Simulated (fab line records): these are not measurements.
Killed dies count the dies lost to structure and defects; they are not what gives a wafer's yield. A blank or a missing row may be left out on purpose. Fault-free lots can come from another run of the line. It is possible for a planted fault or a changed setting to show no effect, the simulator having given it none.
fab line records	flow ritCmos
record: lots: 15	wafers: 45	lastDay: 7
route steps=202 shown PRETRO@74 FOX2@80 GATE@95 PLDD@123 M1@202
lots with no fault: from the same line, run without faults
startH: the number of hours between the record's first day and the start of the first shown wafer of the lot	waitH: hours from the lot's prior step to this one	" identical to the entry in the row above	L1.1+2: a row that stands for several wafers	- no value, or no start was given	* or withheld: withheld	< > ~ a bound
route shown NAME@n: names a module that has steps shown in the file, with the first one's number in the route	usual: mean/standard deviation of fault-free wafers	same: alike in all rows	chamber/n: place in a boat	sites: per-site readings	_std_site: standard deviation across them	_edge_site: outer sites' mean less inner sites'	radiusMm: how far each site lies from the wafer's centre	mask NAME#n: copy n	behind: the last tool/chamber to shape the wafer	hold: reason for holding the lot/hours on hold/outcome of the hold	device: transistor that didn't switch, given as n, p or np	end of line: tests of these same wafers at the route's end	a step with no rows: only its recipe	killed: dies lost to structure and defects at the first sort, not the wafer's yield	map: a wafer's dies, x killed, . not, _ none there
set.NAME: setting as actually run; set.NAME@STEP: the setting as run at that earlier step	model.NAME: the simulator's own value behind a step, which no gauge read
steps of the route over a sample of lots; a table a step, a row a wafer
services: from which hour (startH, from the record's first day; less than 0 if before it) a tool's chamber was out of use, for how many hours, and why
== steps ==
step: RIT_PRETRO_TW_MEAS_10
usual: PRETRO_TW: 471/5.5
lot.wafer	tool	chamber	startH	waitH	PRETRO_TW
L179.1	filmMetro-01	-	31.76	0.1	465
L179.2	"	-	"	"	468
L179.5	"	-	"	"	466
L180.1	filmMetro-02	-	36.62	0.1	478
L180.3	"	-	"	"	479
L180.4	"	-	"	"	477
L181.2	filmMetro-01	-	43.03	0.1	464
L181.3	"	-	"	"	464
L181.5	"	-	"	"	466
L182.4	filmMetro-04	-	46.10	0.1	475
L182.5	"	-	"	"	471
L182.6	"	-	"	"	473
L183.3	filmMetro-02	-	52.15	0.1	476
L183.4	"	-	"	"	476
L183.5	"	-	"	"	475
L184.1	filmMetro-02	-	56.70	0.1	475
L184.3	"	-	"	"	476
L184.5	"	-	"	"	475
L185.2	filmMetro-02	-	62.49	0.1	476
L185.5	"	-	"	"	479
L185.6	"	-	"	"	477
L187.1	filmMetro-01	-	72.65	0.1	464
L187.2	"	-	"	"	463
L187.5	"	-	"	"	465
L189.1	filmMetro-01	-	82.51	0.1	466
L189.2	"	-	"	"	465
L189.5	"	-	"	"	465
L192.2	filmMetro-04	-	97.09	0.1	472
L192.3	"	-	"	"	473
L192.5	"	-	"	"	473
L194.1	filmMetro-01	-	106.43	0.1	470
L194.4	"	-	"	"	464
L194.6	"	-	"	"	466
L195.2	filmMetro-02	-	111.79	0.1	480
L195.3	"	-	"	"	476
L195.4	"	-	"	"	479
L196.1	filmMetro-01	-	116.48	0.1	466
L196.2	"	-	"	"	468
L196.3	"	-	"	"	467
L197.1	filmMetro-01	-	122.55	0.1	467
L197.5	"	-	"	"	467
L197.6	"	-	"	"	465
L199.1	filmMetro-04	-	131.02	0.1	475
L199.2	"	-	"	"	473
L199.4	"	-	"	"	474
step: RIT_FOX2_THK_MEAS_91
recipe: reads: SiO2_of_FOX2_OXIDATION_00
usual: FIELD_OXIDE_LEFT_2_THK: 258/6.4
lot.wafer	tool	chamber	startH	waitH	FIELD_OXIDE_LEFT_2_THK[nm]
L179.1	filmMetro-04	-	32.24	0.0	259
L179.2	"	-	"	"	259
L179.5	"	-	"	"	261
L180.1	filmMetro-01	-	37.11	0.0	262
L180.3	"	-	"	"	268
L180.4	"	-	"	"	264
L181.2	filmMetro-04	-	43.54	0.0	260
L181.3	"	-	"	"	255
L181.5	"	-	"	"	263
L182.4	filmMetro-04	-	46.61	0.0	266
L182.5	"	-	"	"	266
L182.6	"	-	"	"	260
L183.3	filmMetro-01	-	52.65	0.0	269
L183.4	"	-	"	"	264
L183.5	"	-	"	"	271
L184.1	filmMetro-04	-	57.18	0.0	271
L184.3	"	-	"	"	272
L184.5	"	-	"	"	267
L185.2	filmMetro-03	-	62.96	0.0	266
L185.5	"	-	"	"	267
L185.6	"	-	"	"	262
L187.1	filmMetro-04	-	73.19	0.0	261
L187.2	"	-	"	"	260
L187.5	"	-	"	"	259
L189.1	filmMetro-01	-	83.00	0.0	250
L189.2	"	-	"	"	248
L189.5	"	-	"	"	248
L192.2	filmMetro-03	-	97.57	0.0	263
L192.3	"	-	"	"	258
L192.5	"	-	"	"	255
L194.1	filmMetro-01	-	106.91	0.0	241
L194.4	"	-	"	"	249
L194.6	"	-	"	"	249
L195.2	filmMetro-01	-	112.26	0.0	255
L195.3	"	-	"	"	257
L195.4	"	-	"	"	258
L196.1	filmMetro-03	-	116.96	0.0	250
L196.2	"	-	"	"	253
L196.3	"	-	"	"	251
L197.1	filmMetro-04	-	123.03	0.0	259
L197.5	"	-	"	"	254
L197.6	"	-	"	"	255
L199.1	filmMetro-03	-	131.52	0.0	257
L199.2	"	-	"	"	252
L199.4	"	-	"	"	252
step: RIT_GATE_ETCH_19
recipe: chemistry: SF6/CHF3/O2	timeS: 161.2	SF6_flow_sccm: 30	CHF3_flow_sccm: 30	O2_flow_sccm: 5	target: poly-Si	pressureMtorr: 40	rfW: 160	targetDepthA: 3125	overEtchFrac: 0.25	stopOn: SiO2
usual: SF6_flow_sccm: 29.99/0.085	drypumpMotorCurrentA: 5.7/0.59	oesProductAu: 0.859/0.016	overEtchFrac: 0.25/0	throttleValvePct: 10.17/0.17
lot.wafer	tool	chamber	startH	waitH	SF6_flow_sccm	drypumpMotorCurrentA	oesProductAu	overEtchFrac	rfHoursCounterH	throttleValvePct
L179.1	rieSi-02	0	36.55	0.1	30.03	6.0	0.856	0.25	47	10.06
L179.2	"	3	"	"	30.07	5.8	0.864	0.25	124	10.28
L179.5	"	2	"	"	29.81	6.5	0.873	0.25	-	10.14
L180.1	rieSi-01	0	42.78	0.1	29.99	5.6	0.868	0.25	146	10.03
L180.3	"	2	"	"	29.99	6.1	0.844	0.25	100	10.11
L180.4	"	1	"	"	29.92	5.1	0.823	0.25	85	10.51
L181.2	rieSi-02	0	50.25	0.1	30.11	6.0	0.853	0.25	47	10.05
L181.3	"	2	"	"	29.94	6.5	0.875	0.25	107	10.15
L181.5	"	2	"	"	29.95	6.5	0.871	0.25	-	10.14
L182.4	rieSi-01	3	52.83	0.1	29.98	4.6	0.851	0.25	27	10.20
L182.5	"	0	"	"	30.07	5.6	0.883	0.25	-	10.04
L182.6	"	3	"	"	29.96	4.6	0.852	0.25	-	10.21
L183.3	rieSi-02	3	57.77	0.1	29.98	5.8	0.870	0.25	124	10.28
L183.4	"	2	"	"	29.82	6.5	0.873	0.25	107	10.15
L183.5	"	0	"	"	29.91	6.1	0.861	0.25	-	10.05
L184.1	rieSi-01	0	62.00	0.1	29.99	5.6	0.878	0.25	146	10.04
L184.3	"	2	"	"	30.01	6.1	0.862	0.25	100	10.13
L184.5	"	0	"	"	29.91	5.6	0.878	0.25	-	10.02
L185.2	rieSi-02	3	67.23	0.1	29.94	5.8	0.855	0.25	124	10.27
L185.5	"	1	"	"	29.87	5.6	0.868	0.25	-	9.95
L185.6	"	2	"	"	30.16	6.5	0.859	0.25	-	10.14
L187.1	rieSi-02	3	78.18	0.1	29.97	5.8	0.870	0.25	124	10.27
L187.2	"	1	"	"	30.10	5.5	0.877	0.25	50	9.96
L187.5	"	1	"	"	30.09	5.6	0.888	0.25	-	9.96
L189.1	rieSi-02	0	87.31	0.1	29.96	6.1	0.861	0.25	47	10.06
L189.2	"	2	"	"	29.98	6.5	0.863	0.25	107	10.15
L189.5	"	2	"	"	30.04	6.5	0.867	0.25	-	10.14
L192.2	rieSi-01	1	103.40	0.1	29.98	5.0	0.823	0.25	86	10.51
L192.3	"	3	"	"	29.99	4.6	0.840	0.25	28	10.19
L192.5	"	3	"	"	29.93	4.6	0.843	0.25	-	10.21
L194.1	rieSi-01	3	111.27	0.1	30.01	4.6	0.848	0.25	28	10.22
L194.4	"	1	"	"	29.96	5.1	0.842	0.25	86	10.51
L194.6	"	0	"	"	30.03	5.6	0.886	0.25	-	10.01
L195.2	rieSi-02	3	116.75	0.1	29.99	5.8	0.874	0.25	125	10.27
L195.3	"	0	"	"	30.02	6.0	0.865	0.25	47	10.03
L195.4	"	2	"	"	30.02	6.5	0.899	0.21933	108	10.12
L196.1	rieSi-01	3	123.48	0.1	30.03	4.6	0.853	0.25	28	10.22
L196.2	"	1	"	"	30.06	5.1	0.838	0.25	86	10.50
L196.3	"	2	"	"	30.05	6.1	0.853	0.25	101	10.12
L197.1	rieSi-02	0	127.43	0.1	30.14	6.1	0.852	0.25	47	10.04
L197.5	"	1	"	"	29.97	5.5	0.870	0.25	-	9.95
L197.6	"	2	"	"	29.84	6.5	0.881	0.21933	-	10.14
L199.1	rieSi-02	3	138.96	0.1	30.00	5.8	0.863	0.25	125	10.27
L199.2	"	1	"	"	30.07	5.6	0.879	0.25	50	9.95
L199.4	"	2	"	"	30.00	6.5	0.878	0.21933	108	10.14
step: RIT_PLDD_STRIP_09
recipe: chemistry: O2	timeS: 180	resist: NOVOLAK	platenTempC: withheld	powerW: 500	pressureMtorr: 4000	o2FlowSccm: 4000
usual: drypumpMotorCurrentA: 5.6/0.58	o2FlowSccm: 3999/12
lot.wafer	tool	chamber	startH	waitH	drypumpMotorCurrentA	o2FlowSccm	rfHoursCounterH
L179.1	plasmaAsher-02	1	42.95	0.1	5.5	3984	27
L179.2	"	0	"	"	4.7	4008	27
L179.5	"	0	"	"	4.7	4016	-
L180.1	plasmaAsher-04	0	48.90	0.1	6.3	3996	43
L180.3	"	1	"	"	4.8	4000	-
L180.4	"	0	"	"	6.3	3997	-
L181.2	plasmaAsher-01	1	56.56	0.1	6.1	4008	43
L181.3	"	1	"	"	6.0	4007	-
L181.5	"	0	"	"	6.0	3993	-
L182.4	plasmaAsher-04	1	59.05	0.1	4.9	4018	-
L182.5	"	0	"	"	6.3	3981	-
L182.6	"	1	"	"	4.8	4000	-
L183.3	plasmaAsher-02	0	64.22	0.1	4.7	4003	-
L183.4	"	1	"	"	5.5	3990	-
L183.5	"	1	"	"	5.5	4013	-
L184.1	plasmaAsher-01	0	68.02	0.1	5.9	3998	44
L184.3	"	1	"	"	6.0	3993	-
L184.5	"	0	"	"	6.0	3998	-
L185.2	plasmaAsher-02	0	73.59	0.1	4.7	3991	30
L185.5	"	1	"	"	5.5	4001	-
L185.6	"	0	"	"	4.7	3995	-
L187.1	plasmaAsher-01	1	84.42	0.1	6.0	4010	46
L187.2	"	0	"	"	6.0	3995	46
L187.5	"	1	"	"	6.0	4002	-
L189.1	plasmaAsher-01	0	93.58	0.1	6.0	4006	47
L189.2	"	1	"	"	6.0	3986	47
L189.5	"	0	"	"	6.0	3993	-
L192.2	plasmaAsher-01	0	109.52	0.1	6.0	4018	49
L192.3	"	1	"	"	6.0	4003	-
L192.5	"	1	"	"	6.0	3983	-
L194.1	plasmaAsher-02	1	117.38	0.1	5.5	3999	34
L194.4	"	0	"	"	4.7	3998	-
L194.6	"	0	"	"	4.7	4001	-
L195.2	plasmaAsher-04	1	123.51	0.1	4.8	3997	52
L195.3	"	0	"	"	6.3	4005	-
L195.4	"	1	"	"	4.9	4002	-
L196.1	plasmaAsher-01	1	129.66	0.1	6.0	4014	51
L196.2	"	0	"	"	6.0	3984	51
L196.3	"	1	"	"	6.0	3987	-
L197.1	plasmaAsher-02	1	133.42	0.1	5.5	4014	36
L197.5	"	0	"	"	4.7	3995	-
L197.6	"	1	"	"	5.5	3996	-
L199.1	plasmaAsher-04	1	145.17	0.1	4.9	4010	54
L199.2	"	0	"	"	6.3	3991	54
L199.4	"	1	"	"	4.8	4006	-
step: RIT_M1_PROBE_99
usual: killed_at_M0_to_M3: 0.0/0.083	killedAtContacts: 0.0/0.2	killedAtFrontEnd: 7/3.1	killedDies: 7/3.1	killedOpen: 3.5/1.9	killedShort: 3.6/2.1
same: grossDies: 264	killed_at_M4_up: 0	killedAtBackSide: 0	killedAtOther: 0
lot.wafer	tool	chamber	startH	waitH	killed_at_M0_to_M3	killedAtContacts	killedAtFrontEnd	killedDies	killedOpen	killedShort
L179.1	prober-02	-	56.57	0.1	1	0	4	5	5	0
L179.2	prober-02	-	56.62	0.1	0	0	8	8	6	2
L179.5	prober-02	-	56.77	0.2	0	0	12	12	6	6
L180.1	prober-01	-	62.77	0.1	0	0	5	5	2	3
L180.3	prober-01	-	62.87	0.2	0	0	9	9	3	6
L180.4	prober-01	-	62.92	0.2	0	0	4	4	0	4
L181.2	prober-02	-	70.31	0.1	0	0	11	11	8	3
L181.3	prober-02	-	70.36	0.2	0	0	3	3	1	2
L181.5	prober-02	-	70.46	0.2	0	0	4	4	2	2
L182.4	prober-01	-	74.29	0.2	0	0	7	7	2	5
L182.5	prober-01	-	74.34	0.2	0	0	2	2	1	1
L182.6	prober-01	-	74.39	0.2	0	0	3	3	1	2
L183.3	prober-02	-	78.59	0.2	0	0	9	9	6	3
L183.4	prober-02	-	78.64	0.2	0	0	4	4	2	2
L183.5	prober-02	-	78.69	0.2	0	0	12	12	4	8
L184.1	prober-01	-	81.96	0.1	0	0	7	7	4	3
L184.3	prober-01	-	82.06	0.2	0	0	6	6	3	3
L184.5	prober-01	-	82.16	0.2	0	1	5	6	2	4
L185.2	prober-02	-	88.40	0.1	0	0	13	13	3	10
L185.5	prober-02	-	88.55	0.2	0	0	5	5	2	3
L185.6	prober-02	-	88.60	0.2	0	0	6	6	4	2
L187.1	prober-02	-	98.19	0.1	0	0	11	11	4	7
L187.2	prober-02	-	98.24	0.1	0	0	6	6	2	4
L187.5	prober-02	-	98.39	0.2	0	0	10	10	4	6
L189.1	prober-02	-	107.18	0.1	0	0	4	4	2	2
L189.2	prober-02	-	107.23	0.1	0	0	7	7	4	3
L189.5	prober-02	-	107.38	0.2	0	0	7	7	3	4
L192.2	prober-01	-	123.18	0.1	0	1	11	12	6	6
L192.3	prober-01	-	123.23	0.2	0	0	7	7	6	1
L192.5	prober-01	-	123.33	0.2	0	0	6	6	4	2
L194.1	prober-01	-	133.93	0.1	0	0	6	6	2	4
L194.4	prober-01	-	134.08	0.2	0	0	8	8	3	5
L194.6	prober-01	-	134.18	0.2	0	0	5	5	2	3
L195.2	prober-02	-	137.45	0.1	0	0	4	4	3	1
L195.3	prober-02	-	137.50	0.2	0	0	5	5	4	1
L195.4	prober-02	-	137.55	0.2	0	0	6	6	3	3
L196.1	prober-01	-	143.44	0.1	0	0	6	6	6	0
L196.2	prober-01	-	143.49	0.1	0	0	6	6	1	5
L196.3	prober-01	-	143.54	0.2	0	0	10	10	4	6
L197.1	prober-02	-	148.67	0.1	0	0	9	9	3	6
L197.5	prober-02	-	148.87	0.2	0	0	8	8	3	5
L197.6	prober-02	-	148.92	0.2	0	0	11	11	5	6
L199.1	prober-02	-	159.84	0.1	0	0	9	9	5	4
L199.2	prober-02	-	159.89	0.1	0	0	2	2	2	0
L199.4	prober-02	-	159.99	0.2	0	0	3	3	2	1
killed by level:class
L179.1 GATE:geometricParticle:open=2 FOX1:geometricParticle:open=1 FOX2:geometricParticle:open=1 M1:geometricParticle:open=1
L179.2 GATE:geometricParticle:open=4 GATE:geometricParticle:short=2 SILICIDE:geometricParticle:open=2
L179.5 FOX2:geometricParticle:short=3 SPACER:geometricParticle:open=3 SPACER:geometricParticle:short=3 FOX2:geometricParticle:open=1 REOX:geometricParticle:open=1 SILICIDE:geometricParticle:open=1
L180.1 GATE:geometricParticle:open=2 FOX1:geometricParticle:short=1 FOX2:geometricParticle:short=1 GATE:geometricParticle:short=1
L180.3 GATE:geometricParticle:short=5 GATE:geometricParticle:open=2 FOX1:geometricParticle:short=1 SILICIDE:geometricParticle:open=1
L180.4 FOX1:geometricParticle:short=2 REOX:geometricParticle:short=1 SPACER:geometricParticle:short=1
L181.2 GATE:geometricParticle:open=6 GATE:geometricParticle:short=3 FOX2:geometricParticle:open=2
L181.3 FOX2:geometricParticle:short=2 FOX2:geometricParticle:open=1
L181.5 GATE:geometricParticle:short=1 GATE:geometricParticle:open=1 REOX:geometricParticle:short=1 SILICIDE:geometricParticle:open=1
L182.4 FOX1:geometricParticle:short=1 FOX2:geometricParticle:open=1 GATE:geometricParticle:open=1 GATE:geometricParticle:short=1 REOX:geometricParticle:short=1 SPACER:geometricParticle:short=1 SILICIDE:geometricParticle:short=1
L182.5 GATE:geometricParticle:open=1 GATE:geometricParticle:short=1
L182.6 FOX1:geometricParticle:short=2 SPACER:geometricParticle:open=1
L183.3 GATE:geometricParticle:open=5 GATE:geometricParticle:short=2 FOX1:geometricParticle:short=1 SILICIDE:geometricParticle:open=1
L183.4 GATE:geometricParticle:open=2 GATE:geometricParticle:short=2
L183.5 GATE:geometricParticle:short=7 FOX1:geometricParticle:open=1 GATE:geometricParticle:open=1 REOX:geometricParticle:short=1 SPACER:geometricParticle:open=1 SILICIDE:geometricParticle:open=1
L184.1 FOX1:geometricParticle:open=2 FOX1:geometricParticle:short=1 GATE:geometricParticle:open=1 SPACER:geometricParticle:short=1 SILICIDE:geometricParticle:open=1 SILICIDE:geometricParticle:short=1
L184.3 GATE:geometricParticle:open=2 FOX1:geometricParticle:open=1 FOX1:geometricParticle:short=1 REOX:geometricParticle:short=1 SILICIDE:geometricParticle:short=1
L184.5 GATE:geometricParticle:short=2 FOX1:geometricParticle:short=1 SILICIDE:geometricParticle:open=1 SILICIDE:geometricParticle:short=1 CONTACT:geometricParticle:open=1
L185.2 SPACER:geometricParticle:short=4 FOX2:geometricParticle:short=2 GATE:geometricParticle:open=2 GATE:geometricParticle:short=2 REOX:geometricParticle:short=2 SPACER:geometricParticle:open=1
L185.5 GATE:geometricParticle:short=2 GATE:geometricParticle:open=1 REOX:geometricParticle:short=1 SILICIDE:geometricParticle:open=1
L185.6 GATE:geometricParticle:open=2 FOX2:geometricParticle:open=1 GATE:geometricParticle:short=1 REOX:geometricParticle:short=1 SPACER:geometricParticle:open=1
L187.1 GATE:geometricParticle:short=3 GATE:geometricParticle:open=2 SPACER:geometricParticle:short=2 FOX1:geometricParticle:short=1 REOX:geometricParticle:short=1 REOX:geometricParticle:open=1 SPACER:geometricParticle:open=1
L187.2 GATE:geometricParticle:short=3 FOX1:geometricParticle:short=1 FOX2:geometricParticle:open=1 REOX:geometricParticle:open=1
L187.5 GATE:geometricParticle:open=2 GATE:geometricParticle:short=2 SPACER:geometricParticle:short=2 SILICIDE:geometricParticle:open=2 ACTIVE:geometricParticle:short=1 SILICIDE:geometricParticle:short=1
L189.1 FOX2:geometricParticle:short=1 GATE:geometricParticle:open=1 REOX:geometricParticle:open=1 REOX:geometricParticle:short=1
L189.2 SPACER:geometricParticle:open=2 GATE:geometricParticle:short=1 GATE:geometricParticle:open=1 SPACER:geometricParticle:short=1 SILICIDE:geometricParticle:open=1 SILICIDE:geometricParticle:short=1
L189.5 SPACER:geometricParticle:short=2 SPACER:geometricParticle:open=2 FOX1:geometricParticle:open=1 FOX2:geometricParticle:short=1 REOX:geometricParticle:short=1
L192.2 GATE:geometricParticle:open=4 GATE:geometricParticle:short=3 FOX1:geometricParticle:short=1 FOX1:geometricParticle:open=1 SILICIDE:geometricParticle:short=1 SILICIDE:geometricParticle:open=1 CONTACT:geometricParticle:short=1
L192.3 GATE:geometricParticle:open=4 GATE:geometricParticle:short=1 REOX:geometricParticle:open=1 SILICIDE:geometricParticle:open=1
L192.5 GATE:geometricParticle:open=4 GATE:geometricParticle:short=2
L194.1 GATE:geometricParticle:short=3 GATE:geometricParticle:open=1 SPACER:geometricParticle:open=1 SILICIDE:geometricParticle:short=1
L194.4 GATE:geometricParticle:open=2 SILICIDE:geometricParticle:short=2 FOX2:geometricParticle:short=1 GATE:geometricParticle:short=1 SPACER:geometricParticle:short=1 SILICIDE:geometricParticle:open=1
L194.6 FOX1:geometricParticle:short=1 GATE:geometricParticle:open=1 GATE:geometricParticle:short=1 SILICIDE:geometricParticle:open=1 SILICIDE:geometricParticle:short=1
L195.2 GATE:geometricParticle:open=1 GATE:geometricParticle:short=1 REOX:geometricParticle:open=1 SPACER:geometricParticle:open=1
L195.3 FOX1:geometricParticle:open=1 FOX2:geometricParticle:open=1 REOX:geometricParticle:open=1 SILICIDE:geometricParticle:short=1 SILICIDE:geometricParticle:open=1
L195.4 FOX1:geometricParticle:open=2 GATE:geometricParticle:open=1 REOX:geometricParticle:short=1 SPACER:geometricParticle:short=1 SILICIDE:geometricParticle:short=1
L196.1 GATE:geometricParticle:open=3 FOX1:geometricParticle:open=1 FOX2:geometricParticle:open=1 REOX:geometricParticle:open=1
L196.2 GATE:geometricParticle:short=2 REOX:geometricParticle:short=2 FOX1:geometricParticle:short=1 GATE:geometricParticle:open=1
L196.3 FOX1:geometricParticle:short=2 GATE:geometricParticle:short=2 REOX:geometricParticle:short=2 REOX:geometricParticle:open=2 FOX1:geometricParticle:open=1 GATE:geometricParticle:open=1
L197.1 GATE:geometricParticle:short=4 FOX1:geometricParticle:open=1 REOX:geometricParticle:short=1 SPACER:geometricParticle:open=1 SILICIDE:geometricParticle:short=1 SILICIDE:geometricParticle:open=1
L197.5 GATE:geometricParticle:short=2 GATE:geometricParticle:open=2 FOX1:geometricParticle:open=1 REOX:geometricParticle:short=1 SPACER:geometricParticle:short=1 SILICIDE:geometricParticle:short=1
L197.6 GATE:geometricParticle:open=2 GATE:geometricParticle:short=2 SILICIDE:geometricParticle:short=2 ACTIVE:geometricParticle:open=1 FOX1:geometricParticle:open=1 REOX:geometricParticle:short=1 REOX:geometricParticle:open=1 SPACER:geometricParticle:short=1
L199.1 GATE:geometricParticle:open=4 GATE:geometricParticle:short=3 FOX2:geometricParticle:short=1 REOX:geometricParticle:open=1
L199.2 SPACER:geometricParticle:open=1 SILICIDE:geometricParticle:open=1
L199.4 FOX1:geometricParticle:open=1 SPACER:geometricParticle:open=1 SPACER:geometricParticle:short=1
== services ==
tool	chamber	startH	hours	kind
plasmaAsher-02	-	50.59	2.3	repair
plasmaAsher-01	-	60.14	2.8	pm
plasmaAsher-02	-	77.20	0.7	repair
plasmaAsher-02	-	78.69	1.6	repair
rieSi-01	0	79.52	6.4	repair
plasmaAsher-02	-	88.25	2.5	repair
rieSi-02	0	96.69	9.1	repair
rieSi-01	2	99.90	4.3	repair
rieSi-01	0	129.61	-	clean
rieSi-01	0	129.61	14.5	scheduledDown
rieSi-01	0	129.61	14.5	ventCycle
== key ==
firstSign: step: RIT_GATE_ETCH_19	reading: overEtchFrac	direction: down	sigmas: 99+	usual: 0.25	struck: 0.21933
effect none on later readings
metAt RIT_GATE_ETCH_19
struckLots L195,L197,L199
struckWafers L195.4,L197.6,L199.4
testerLeftOut L195,L197,L199
notActingAt RIT_PRETRO_TW_MEAS_10,RIT_FOX2_THK_MEAS_91,RIT_PLDD_STRIP_09
onsetBetween 87.31 116.75
fault: kind: processParameterDrift	tool: rieSi-02	chamber: 2	onsetH: 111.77	steps: RIT_GATE_ETCH_19	channel: overEtchFrac	offset: -0.030673	shape: step	endH: 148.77	stated: 0.25
testerLeftOut: of these lots the tester's yield and bins aren't shown, on N5 and GAA mostly nor the transistor test; their killed dies are dies lost to structure and defects alone, not to doping, threshold or leakage, so they don't give the yield
